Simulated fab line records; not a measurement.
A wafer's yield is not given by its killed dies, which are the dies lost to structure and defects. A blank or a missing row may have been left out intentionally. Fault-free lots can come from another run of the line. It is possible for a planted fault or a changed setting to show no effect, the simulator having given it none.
Split-lot study | flow rit-cmos | 23 wafers read across 5 lots, on a route 202 steps long

== SPLIT DETAILS ==
At RIT_FOX2_OXIDATION_00 (target thk 350.7 nm, ox time 1130 s), the setting temp-c was moved away from the recipe's 1100 C on 20 of the 23 wafers read, by -2.9% to +2.0%. All remaining wafers had this setting at the recipe value.

== FROM THE SPLIT TO THE READING: what the file shows between them, 15 steps ==
- RIT_FOX2_THK_MEAS_01
- RIT_FOX2_CLEAN_02: cleans in dHF, time 180 s
- RIT_FOX2_WET_ETCH_03: etches Si3N4 in H3PO4, target depth 195 nm, time 2700 s
- RIT_FOX2_THK_MEAS_90
- RIT_NWELL_COAT_01: resist thk 1300 nm (also split here: resist-thk-nm)
- RIT_NWELL_HARDBAKE_07: time 120 s (also split here: temp-c)
- RIT_PWELL_IMPLANT_08 (also split here: dose-cm2)
- RIT_PRETRO_SOFTBAKE_02: time 60 s (also split here: temp-c)
- RIT_PRETRO_EXPOSE_03: exposes mask M5, target cd 43700 nm
- RIT_PRETRO_PEB_04
- RIT_PRETRO_DEVELOP_05: develop time 68 s
- RIT_PRETRO_IMPLANT_08 (also split here: energy-kev)
- RIT_GATE_CLEAN_02: cleans in dHF, time 30 s (also split here: time-s)
- RIT_GATE_CLEAN_03: cleans in SC2, time 600 s
- RIT_GATE_CLEAN_04: cleans in dHF, time 60 s

== THE READING ==
Values of FIELD_OXIDE_LEFT_2_THK in nm from RIT_FOX2_THK_MEAS_91. Typical for fault-free wafers on this fab line: 255 nm, with standard deviation 7.8 nm.

wafer  | tool, chamber at the split | temp-c as run, C | against the recipe | FIELD_OXIDE_LEFT_2_THK, nm | against lot-mates on the recipe
L077.1 | furnace-03, 0              | 1100             | recipe             | 267                        | -
L077.2 | furnace-03, 0              | 1100             | recipe             | 264                        | -
L077.3 | furnace-03, 0              | 1100             | recipe             | 264                        | -
L081.1 | -, -                       | 1122             | +2.0%              | 290                        | no lot-mate on the recipe
L081.2 | -, -                       | 1122             | +2.0%              | 284                        | no lot-mate on the recipe
L081.3 | -, -                       | 1122             | +2.0%              | 284                        | no lot-mate on the recipe
L081.4 | -, -                       | 1122             | +2.0%              | 283                        | no lot-mate on the recipe
L081.6 | -, -                       | 1122             | +2.0%              | 288                        | no lot-mate on the recipe
L082.2 | -, -                       | 1091             | -0.8%              | 236                        | no lot-mate on the recipe
L082.3 | -, -                       | 1091             | -0.8%              | 238                        | no lot-mate on the recipe
L082.4 | -, -                       | 1091             | -0.8%              | 240                        | no lot-mate on the recipe
L082.5 | -, -                       | 1091             | -0.8%              | 243                        | no lot-mate on the recipe
L082.6 | -, -                       | 1091             | -0.8%              | 246                        | no lot-mate on the recipe
L083.1 | -, -                       | 1072             | -2.5%              | 208                        | no lot-mate on the recipe
L083.3 | -, -                       | 1072             | -2.5%              | 202                        | no lot-mate on the recipe
L083.4 | -, -                       | 1072             | -2.5%              | 207                        | no lot-mate on the recipe
L083.5 | -, -                       | 1072             | -2.5%              | 208                        | no lot-mate on the recipe
L083.6 | -, -                       | 1072             | -2.5%              | 207                        | no lot-mate on the recipe
L084.1 | -, -                       | 1068             | -2.9%              | 202                        | no lot-mate on the recipe
L084.2 | -, -                       | 1068             | -2.9%              | 199                        | no lot-mate on the recipe
L084.3 | -, -                       | 1068             | -2.9%              | 195                        | no lot-mate on the recipe
L084.5 | -, -                       | 1068             | -2.9%              | 198                        | no lot-mate on the recipe
L084.6 | -, -                       | 1068             | -2.9%              | 197                        | no lot-mate on the recipe

THE FIT
A straight line over all 23 wafers: FIELD_OXIDE_LEFT_2_THK changes by +18.2 nm for each +1% of temp-c; r = +0.99; the points scatter about the line by 5.7 nm.
Too few moved wafers have a lot-mate on the recipe to fit a line with each lot's own level taken away.

== THE WHOLE CHAIN: every reading that the file lists as answering this split, in the file's order ==
step                  | what it does                        | reading                                                                           | change (the file's fit)              | r (the file's)
RIT_FOX2_OXIDATION_00 | target thk 350.7 nm, ox time 1130 s | SiO2_of_FOX2_OXIDATION_00.thk-nm (the simulator's own value, which no gauge read) | +18.5 nm for each +1% of the setting | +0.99
RIT_FOX2_THK_MEAS_01  |                                     | FOX2_OXIDE_THK                                                                    | +18.5 for each +1% of the setting    | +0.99
RIT_FOX2_THK_MEAS_90  |                                     | FIELD_OXIDE_LEFT_1_THK                                                            | +18.4 for each +1% of the setting    | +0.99
RIT_FOX2_THK_MEAS_91  |                                     | FIELD_OXIDE_LEFT_2_THK                                                            | +18.2 for each +1% of the setting    | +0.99

== FILE'S OWN FIT ==
FIELD_OXIDE_LEFT_2_THK changes by +18.2 nm for each +1% of temp-c, r = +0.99.
